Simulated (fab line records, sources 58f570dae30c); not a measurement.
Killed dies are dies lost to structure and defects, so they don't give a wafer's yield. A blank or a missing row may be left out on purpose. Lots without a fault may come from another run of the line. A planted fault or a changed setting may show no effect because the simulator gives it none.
Which tool did it? | flow berkeley_cmos170 | 14 lots, 42 wafers sampled, at 4 steps of a route of 331

WHAT THE GAUGES READ, wafer by wafer
UCB170_GATE_OVL_MEAS_13.
lot  | measured     | on         | GATE_OVL (nm)
L734 | day 6 13:02  | overlay-02 | 0 2 -2
L735 | day 7 08:32  | overlay-02 | 4 -5 4
L736 | day 7 08:48  | overlay-01 | -2 5 10
L738 | day 7 17:13  | overlay-02 | 1 -3 -3
L740 | day 7 17:16  | overlay-01 | 12 1 8
L739 | day 7 17:20  | overlay-02 | 7 0 -2
L742 | day 8 12:26  | overlay-01 | 7 3 -1
L741 | day 8 12:31  | overlay-02 | -7 -7 -8
L748 | day 10 08:43 | overlay-01 | 3 -2 6
L749 | day 10 09:14 | overlay-01 | 2 -8 -1
L753 | day 10 21:20 | overlay-02 | -2 1 0
L754 | day 10 21:31 | overlay-02 | 1 -2 3
L756 | day 11 16:05 | overlay-02 | 2 9 5
L757 | day 12 01:00 | overlay-02 | 0 -1 -2

UCB170_V2_THK_MEAS_01.
lot  | measured     | on            | V2_TEOS_THK (nm)
L734 | day 7 18:15  | film_metro-04 | 1986 1948 2011
L735 | day 8 16:03  | film_metro-03 | 1970 2011 2014
L736 | day 8 16:58  | film_metro-03 | 2053 2012 1994
L738 | day 9 02:03  | film_metro-01 | 1950 2020 1978
L740 | day 9 00:15  | film_metro-04 | 1969 2022 2025
L739 | day 9 03:43  | film_metro-04 | 1947 1974 2010
L742 | day 9 21:31  | film_metro-04 | 1989 2023 2001
L741 | day 9 21:19  | film_metro-03 | 1997 1984 2050
L748 | day 11 18:37 | film_metro-04 | 1983 2023 2030
L749 | day 11 16:17 | film_metro-03 | 2010 2018 2063
L753 | day 12 07:29 | film_metro-03 | 1979 2016 2025
L754 | day 12 07:35 | film_metro-01 | 1962 2016 2051
L756 | day 12 23:43 | film_metro-01 | 1999 1992 2025
L757 | day 13 07:23 | film_metro-01 | 1978 2011 2019

WHICH TOOL RAN EACH LOT (tool, then ch and the chambers of the sampled wafers, then the start)
lot  | UCB170_SDANNEAL_RTA_00           | UCB170_CONTACT_HMDS_03
L734 | rtp_anneal-02 ch 0, day 7 03:43  | litho_track-01 ch 0, day 7 06:43
L735 | rtp_anneal-02 ch 0, day 7 23:59  | litho_track-01 ch 0, day 8 03:01
L736 | rtp_anneal-02 ch 0, day 8 00:55  | litho_track-01 ch 0, day 8 04:52
L738 | rtp_anneal-02 ch 0, day 8 08:37  | litho_track-01 ch 0, day 8 13:32
L740 | rtp_anneal-01 ch 0, day 8 07:16  | litho_track-01 ch 0, day 8 11:27
L739 | rtp_anneal-02 ch 0, day 8 08:49  | litho_track-02 ch 0, day 8 13:43
L742 | rtp_anneal-01 ch 0, day 9 04:01  | litho_track-01 ch 0, day 9 08:59
L741 | rtp_anneal-02 ch 0, day 9 02:58  | litho_track-02 ch 0, day 9 08:54
L748 | rtp_anneal-02 ch 0, day 11 01:53 | litho_track-02 ch 0, day 11 06:44
L749 | rtp_anneal-01 ch 0, day 11 01:43 | litho_track-02 ch 0, day 11 04:59
L753 | rtp_anneal-02 ch 0, day 11 13:41 | litho_track-04 ch 0, day 11 18:14
L754 | rtp_anneal-01 ch 0, day 11 13:52 | litho_track-01 ch 0, day 11 18:12
L756 | rtp_anneal-01 ch 0, day 12 07:56 | litho_track-01 ch 0, day 12 10:58
L757 | rtp_anneal-02 ch 0, day 12 13:50 | litho_track-04 ch 0, day 12 17:08
- UCB170_SDANNEAL_RTA_00: time 10 s.
- UCB170_CONTACT_HMDS_03: prime time 60 s.

WHAT THE TOOLS THEMSELVES READ (means of the sampled wafers that have a number; where no wafer has one, the mark that the record gives instead)
UCB170_SDANNEAL_RTA_00.
lot  | tool          | lamp_power_pct (%) | wafer_temp_C_max
L734 | rtp_anneal-02 | 25.7               | 904.2
L735 | rtp_anneal-02 | 25.7               | 902.9
L736 | rtp_anneal-02 | 25.7               | 904.0
L738 | rtp_anneal-02 | 25.7               | 903.0
L740 | rtp_anneal-01 | 23.9               | 903.9
L739 | rtp_anneal-02 | 25.7               | 903.9
L742 | rtp_anneal-01 | 24.0               | 904.0
L741 | rtp_anneal-02 | 25.7               | 903.5
L748 | rtp_anneal-02 | 25.7               | 903.1
L749 | rtp_anneal-01 | 24.0               | 902.9
L753 | rtp_anneal-02 | 25.7               | 903.7
L754 | rtp_anneal-01 | 23.9               | 902.8
L756 | rtp_anneal-01 | 24.0               | 903.4
L757 | rtp_anneal-02 | 25.7               | 903.7

UCB170_CONTACT_HMDS_03.
lot  | tool           | prime_temp_c (C)
L734 | litho_track-01 | 99.99
L735 | litho_track-01 | 100.01
L736 | litho_track-01 | 99.79
L738 | litho_track-01 | 100.12
L740 | litho_track-01 | 99.92
L739 | litho_track-02 | 99.94
L742 | litho_track-01 | 100.05
L741 | litho_track-02 | 99.82
L748 | litho_track-02 | 87.86
L749 | litho_track-02 | 87.86
L753 | litho_track-04 | 100.12
L754 | litho_track-01 | 99.96
L756 | litho_track-01 | 100.03
L757 | litho_track-04 | 100.10

THE ANSWER, worked out from the rows above alone
Rule: what is usual is taken from the lots themselves. Put in order of their means at a reading, lots are off if they are a third of the lots or fewer, leave a main group of 4 or more, and stand apart from it by a gap of 3 or more times the standard deviation of the main group's means; of several such gaps the widest counts. A main group whose means are all the same, to the digits that the tables above print for the reading, isn't used. A lot without any number at a reading at which 4 lots or more have one is off too. The other lots that the step has rows for count as sound. The gauges are gone through in route order, then the tools' own readings, and for those a lot's mean is taken as printed above. The first step at which some lot is off is used, and at that step the reading that is off furthest; a lot without a number counts as furthest.
Off: L748, L749, at UCB170_CONTACT_HMDS_03 (prime_temp_c). The main group: mean 99.99 C, standard deviation 0.1.
A tool fits if, at that step or a process step before it, it ran every lot that is off, and no sound lot after the first of them. One fits: litho_track-02 at UCB170_CONTACT_HMDS_03. Its last sound lot is L741 (day 9 08:54), its first lot that is off L749 (day 11 04:59): a fault that began between those two fits.
The tool's own readings at UCB170_CONTACT_HMDS_03 bear it out: on the lots that are off they differ by more than 5 times the standard deviation of the sound lots' means. prime_temp_c reads 87.86 C there against 99.99 C on the sound lots.

WHAT THE SIMULATOR HAD PUT IN
Process parameter drift: litho_track-02, from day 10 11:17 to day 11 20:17, at UCB170_CONTACT_HMDS_03. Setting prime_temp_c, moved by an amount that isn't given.
Lots struck among those shown: L748, L749. The rule above found the same.
